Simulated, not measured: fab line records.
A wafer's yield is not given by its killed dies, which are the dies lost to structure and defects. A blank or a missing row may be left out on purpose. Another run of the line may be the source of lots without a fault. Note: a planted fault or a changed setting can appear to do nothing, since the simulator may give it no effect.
A struck lot beside a sound one    flow rit cmos    43 steps out of a route of 202
Sound: these wafers, L300.2, L300.3, L300.6. Struck: wafer L315.2 (left out: L315.1, L315.3 of the same lot, which were not struck); the cause appears at the end.
Each step with rows lists, per side, the tool, then ch with its chambers, then its first start. Under that, the readings that differ: sound wafers    struck wafers    difference of the means    sigmas: that difference in standard deviations of wafers without a fault.
alike: words and numbers the same on both sides, and readings whose means are apart by under 2 such deviations; not compared: readings that were withheld, readings missing a value for some wafer, numbers with overlapping values and no deviation given by the record, and bounds like >300 which may hide the same value.
Wherever a step has rows on one side only, a row that says differs or no value, or a row with sigmas, the two part there. Non-overlapping numbers with no deviation appear without sigmas and do not part them. Lack of a reading on every wafer of one side parts them only where that side has two or more wafers.

first, 2 steps without rows for these wafers: RIT_REOX_CLEAN_02 (cleans in SC2, time 600 s); RIT_REOX_OXIDATION_03 (target thk 25.2 nm, ox time 5580 s).
RIT_REOX_THK_MEAS_04:
  sound on film metro-04 at day 4 01:19; struck on film metro-01 at day 7 02:16
  alike: REOX_OXIDE_THK
then, 6 steps without rows for these wafers: RIT_NLDD_HMDS_00 (prime time 60 s); RIT_NLDD_COAT_01 (resist thk 1000 nm); RIT_NLDD_SOFTBAKE_02 (time 60 s); RIT_NLDD_EXPOSE_03 (exposes mask M7, target cd 40700 nm); RIT_NLDD_PEB_04; RIT_NLDD_DEVELOP_05 (develop time 50 s).
RIT_NLDD_OVL_MEAS_06:
  sound on overlay-02 at day 4 02:20; struck on overlay-01 at day 7 03:10
  alike: NLDD_OVL
then, 2 steps without rows for these wafers: RIT_NLDD_HARDBAKE_07 (time 60 s); RIT_NLDD_IMPLANT_08.
RIT_NLDD_STRIP_09: strips in O2, time 180 s.
  sound on plasma asher-01 ch 0,1, day 4 02:40; struck on plasma asher-02 ch 1, day 7 03:31
  alike: drypump motor current A
  not compared: rf hours counter h
RIT_NLDD_TW_MEAS_10:
  sound on film metro-01 at day 4 02:52; struck on film metro-03 at day 7 03:41
  alike: NLDD_TW
then, 6 steps without rows for these wafers: RIT_PLDD_HMDS_00 (prime time 60 s); RIT_PLDD_COAT_01 (resist thk 1000 nm); RIT_PLDD_SOFTBAKE_02 (time 60 s); RIT_PLDD_EXPOSE_03 (exposes mask M8, target cd 40900 nm); RIT_PLDD_PEB_04; RIT_PLDD_DEVELOP_05 (develop time 50 s).
RIT_PLDD_OVL_MEAS_06:
  sound on overlay-02 at day 4 03:53; struck on overlay-01 at day 7 04:41
  alike: PLDD_OVL
then, 2 steps without rows for these wafers: RIT_PLDD_HARDBAKE_07 (time 60 s); RIT_PLDD_IMPLANT_08.
RIT_PLDD_STRIP_09: strips in O2, time 180 s.
  sound on plasma asher-04 ch 0,1, day 4 04:13; struck on plasma asher-03 ch 0, day 7 05:02
  alike: drypump motor current A
  not compared: rf hours counter h
RIT_PLDD_TW_MEAS_10:
  sound on film metro-03 at day 4 04:24; struck on film metro-03 at day 7 05:12
  alike: PLDD_TW
then, 4 steps without rows for these wafers: RIT_SPACER_CLEAN_00 (cleans in SC1, time 600 s); RIT_SPACER_CLEAN_01 (cleans in dHF, time 30 s); RIT_SPACER_CLEAN_02 (cleans in SC2, time 600 s); RIT_SPACER_CVD_03 (deposits Si3N4 from SiH2Cl2/NH3, target thk 250 nm, time 3300 s).
RIT_SPACER_THK_MEAS_04:
  sound on film metro-02 at day 4 06:45; struck on film metro-03 at day 7 07:32
  alike: SPACER_NITRIDE_THK
RIT_SPACER_ETCHBACK_05: etches Si3N4 in SF6/CHF3, stops on SiO2, target depth 250 nm, time 240 s.
  sound on rie diel-04 ch 0,2, day 4 06:48; struck on rie diel-04 ch 2, day 7 07:36
  alike: drypump motor current A, oes product au, throttle valve pct
  not compared: rf hours counter h
then, 6 steps without rows for these wafers: RIT_NSD_HMDS_00 (prime time 60 s); RIT_NSD_COAT_01 (resist thk 1000 nm); RIT_NSD_SOFTBAKE_02 (time 60 s); RIT_NSD_EXPOSE_03 (exposes mask M9, target cd 40700 nm); RIT_NSD_PEB_04; RIT_NSD_DEVELOP_05 (develop time 50 s).
RIT_NSD_OVL_MEAS_06:
  sound on overlay-01 at day 4 07:48; struck on overlay-02 at day 7 08:49
reading       sound          struck  difference  sigmas
NSD_OVL (nm)  -0.2 0.5 -1.1  3.7     +4.0        +3
then, 2 steps without rows for these wafers: RIT_NSD_HARDBAKE_07 (time 60 s); RIT_NSD_IMPLANT_08.
RIT_NSD_STRIP_09: strips in O2, time 180 s.
  sound on plasma asher-03 ch 0,1, day 4 08:08; struck on plasma asher-04 ch 1, day 7 09:10
  alike: drypump motor current A
  not compared: rf hours counter h
RIT_NSD_TW_MEAS_10:
  sound on film metro-03 at day 4 08:19; struck on film metro-03 at day 7 09:20
  alike: NSD_TW
RIT_M1_PROBE_99:
  sound on prober-02 at day 4 17:41; struck on prober-01 at day 7 19:19
reading              sound  struck  difference  sigmas
killed at front end  9 5 9  44      +36         +12
killed dies          9 5 9  44      +36         +12
  alike: killed open, killed short

## WHERE THEY PART
At RIT_NSD_OVL_MEAS_06 first; at RIT_M1_PROBE_99 last (within this record only).

WHY: what had been put in by the simulator
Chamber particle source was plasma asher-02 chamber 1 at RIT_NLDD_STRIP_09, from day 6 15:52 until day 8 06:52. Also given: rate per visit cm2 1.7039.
